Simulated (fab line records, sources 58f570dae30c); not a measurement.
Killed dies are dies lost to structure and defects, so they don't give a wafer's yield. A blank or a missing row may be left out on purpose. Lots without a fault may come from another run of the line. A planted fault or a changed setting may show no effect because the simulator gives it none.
Which tool did it? | flow berkeley_cmos170 | 13 lots, 38 wafers sampled, at 5 steps of a route of 331

WHAT THE GAUGES READ, wafer by wafer
UCB170_V1_BOW_MEAS_03.
lot  | measured     | on            | V1_BOW (um)
L114 | day 8 18:57  | film_metro-03 | 13 16 9
L115 | day 8 20:19  | film_metro-04 | 19 22 10
L116 | day 8 20:19  | film_metro-03 | 21 22 23
L117 | day 9 00:44  | film_metro-04 | 18 23 23
L121 | day 9 15:39  | film_metro-03 | 13 16 19
L120 | day 9 16:59  | film_metro-03 | 14 13 33
L126 | day 10 09:28 | film_metro-03 | 23 29 21
L124 | day 10 16:49 | film_metro-01 | 7 3 15
L125 | day 10 18:10 | film_metro-04 | 19 15 21
L127 | day 10 20:59 | film_metro-04 | 25 22 22
L128 | day 10 22:32 | film_metro-03 | 13 22 20
L130 | day 11 15:41 | film_metro-03 | 13 19 28
L131 | day 11 15:42 | film_metro-04 | 22 19

UCB170_V2_THK_MEAS_01.
lot  | measured     | on            | V2_TEOS_THK (nm)
L114 | day 8 23:56  | film_metro-03 | 1995 2012 2035
L115 | day 9 00:56  | film_metro-02 | 1934 1972 1943
L116 | day 9 02:10  | film_metro-04 | 2005 2019 2022
L117 | day 9 08:07  | film_metro-03 | 2002 1969 1976
L121 | day 9 22:02  | film_metro-02 | 1975 2003 1998
L120 | day 9 22:10  | film_metro-03 | 1941 1937 1961
L126 | day 10 15:43 | film_metro-03 | 1992 1944 2030
L124 | day 10 21:54 | film_metro-03 | 1993 2005 1982
L125 | day 10 22:56 | film_metro-02 | 1984 2008 1994
L127 | day 11 01:55 | film_metro-02 | 1983 1953 1973
L128 | day 11 03:50 | film_metro-03 | 1989 1986 2005
L130 | day 11 21:40 | film_metro-03 | 1998 2006 2028
L131 | day 11 21:55 | film_metro-02 | 1988 2006

UCB170_V2_THK_MEAS_04.
lot  | measured     | on            | V2_POLISHED_THK (nm)
L114 | day 9 00:25  | film_metro-03 | 1000.6 1001.3 998.2
L115 | day 9 01:25  | film_metro-04 | 999.9 997.3 1002.3
L116 | day 9 02:39  | film_metro-02 | 998.7 999.6 1001.2
L117 | day 9 08:35  | film_metro-04 | 1000.5 998.8 999.4
L121 | day 9 22:31  | film_metro-02 | 999.6 999.5 1001.3
L120 | day 9 22:38  | film_metro-03 | 996.4 998.2 997.0
L126 | day 10 16:12 | film_metro-02 | 1000.7 999.4 1000.3
L124 | day 10 22:23 | film_metro-04 | 1002.2 1000.5 1001.1
L125 | day 10 23:25 | film_metro-02 | 1000.9 999.0 1002.6
L127 | day 11 02:23 | film_metro-03 | 999.6 999.9 998.1
L128 | day 11 04:19 | film_metro-02 | 997.7 1001.7 999.5
L130 | day 11 22:09 | film_metro-03 | 1001.6 999.8 997.6
L131 | day 11 22:24 | film_metro-02 | 1346.4 1000.6

WHICH TOOL RAN EACH LOT (tool, then ch and the chambers of the sampled wafers, then the start)
lot  | UCB170_CONTACT_ETCH_17             | UCB170_V2_CMP_02
L114 | rie_diel-04 ch 2,3, day 8 14:31    | cmp-02 ch 1,2,3, day 9 00:03
L115 | rie_diel-02 ch 0,1,2, day 8 14:44  | cmp-02 ch 0,3, day 9 00:59
L116 | rie_diel-01 ch 1,2,3, day 8 14:59  | cmp-02 ch 0,1,3, day 9 02:13
L117 | rie_diel-04 ch 1,2, day 8 20:38    | cmp-01 ch 0,2,3, day 9 08:10
L121 | rie_diel-04 ch 0,2,3, day 9 11:01  | cmp-02 ch 0,1, day 9 22:08
L120 | rie_diel-01 ch 0,3, day 9 12:34    | cmp-01 ch 2,3, day 9 22:13
L126 | rie_diel-04 ch 0,3, day 10 05:15   | cmp-01 ch 0,1, day 10 15:46
L124 | rie_diel-04 ch 0,3, day 10 11:28   | cmp-02 ch 1,2, day 10 21:57
L125 | rie_diel-04 ch 0,2,3, day 10 11:47 | cmp-02 ch 0,1,3, day 10 22:59
L127 | rie_diel-04 ch 1,2, day 10 15:49   | cmp-01 ch 0,1, day 11 01:57
L128 | rie_diel-01 ch 1,2, day 10 17:54   | cmp-02 ch 0,3, day 11 03:56
L130 | rie_diel-04 ch 1,2,3, day 11 09:31 | cmp-01 ch 2,3, day 11 21:46
L131 | rie_diel-02 ch 1,2, day 11 10:57   | cmp-02 ch 0,1, day 11 22:06
- UCB170_CONTACT_ETCH_17: etches BARC in N2/H2.
- UCB170_V2_CMP_02: polishes SiO2.

WHAT THE TOOLS THEMSELVES READ (means of the sampled wafers that have a number; where no wafer has one, the mark that the record gives instead)
UCB170_CONTACT_ETCH_17.
lot  | tool        | chamber_pressure_mTorr (mTorr) | drypump_motor_current_A (A) | oes_product_au (a.u.) | throttle_valve_pct (%)
L114 | rie_diel-04 | 29.967                         | 6.1                         | 0.996                 | 13.18
L115 | rie_diel-02 | 29.987                         | 5.7                         | 0.995                 | 13.15
L116 | rie_diel-01 | 29.988                         | 5.8                         | 0.972                 | 13.26
L117 | rie_diel-04 | 30.015                         | 6.2                         | 1.009                 | 13.16
L121 | rie_diel-04 | 29.994                         | 6.0                         | 0.988                 | 13.21
L120 | rie_diel-01 | 30.024                         | 5.8                         | 0.979                 | 13.28
L126 | rie_diel-04 | 30.008                         | 5.9                         | 0.980                 | 13.29
L124 | rie_diel-04 | 29.999                         | 5.9                         | 0.983                 | 13.29
L125 | rie_diel-04 | 30.004                         | 6.0                         | 0.988                 | 13.21
L127 | rie_diel-04 | 30.035                         | 6.3                         | 1.026                 | 13.21
L128 | rie_diel-01 | 30.003                         | 5.5                         | 0.975                 | 13.23
L130 | rie_diel-04 | 29.990                         | 6.1                         | 1.001                 | 13.23
L131 | rie_diel-02 | 29.998                         | 5.8                         | 0.991                 | 13.14

UCB170_V2_CMP_02.
lot  | tool   | motor_current_A (A)
L114 | cmp-02 | 16.5
L115 | cmp-02 | 16.4
L116 | cmp-02 | 16.1
L117 | cmp-01 | 16.0
L121 | cmp-02 | 16.2
L120 | cmp-01 | 16.3
L126 | cmp-01 | 14.9
L124 | cmp-02 | 16.4
L125 | cmp-02 | 15.6
L127 | cmp-01 | 14.8
L128 | cmp-02 | 16.7
L130 | cmp-01 | 16.2
L131 | cmp-02 | 15.2

THE ANSWER, worked out from the rows above alone
Rule: what is usual is taken from the lots themselves. Put in order of their means at a reading, lots are off if they are a third of the lots or fewer, leave a main group of 4 or more, and stand apart from it by a gap of 3 or more times the standard deviation of the main group's means; of several such gaps the widest counts. A main group whose means are all the same, to the digits that the tables above print for the reading, isn't used. A lot without any number at a reading at which 4 lots or more have one is off too. The other lots that the step has rows for count as sound. The gauges are gone through in route order, then the tools' own readings, and for those a lot's mean is taken as printed above. The first step at which some lot is off is used, and at that step the reading that is off furthest; a lot without a number counts as furthest.
Off: L131, at UCB170_V2_THK_MEAS_04 (V2_POLISHED_THK). The main group: mean 999.8 nm, standard deviation 0.94.
A tool fits if, at a process step before that reading, it ran every lot that is off, and no sound lot after the first of them. The gauges at UCB170_V2_THK_MEAS_04 are tried like those tools. Can't be told from this: 3 tools fit, rie_diel-02 at UCB170_CONTACT_ETCH_17, cmp-02 at UCB170_V2_CMP_02, film_metro-02 at UCB170_V2_THK_MEAS_04.

WHAT THE SIMULATOR HAD PUT IN
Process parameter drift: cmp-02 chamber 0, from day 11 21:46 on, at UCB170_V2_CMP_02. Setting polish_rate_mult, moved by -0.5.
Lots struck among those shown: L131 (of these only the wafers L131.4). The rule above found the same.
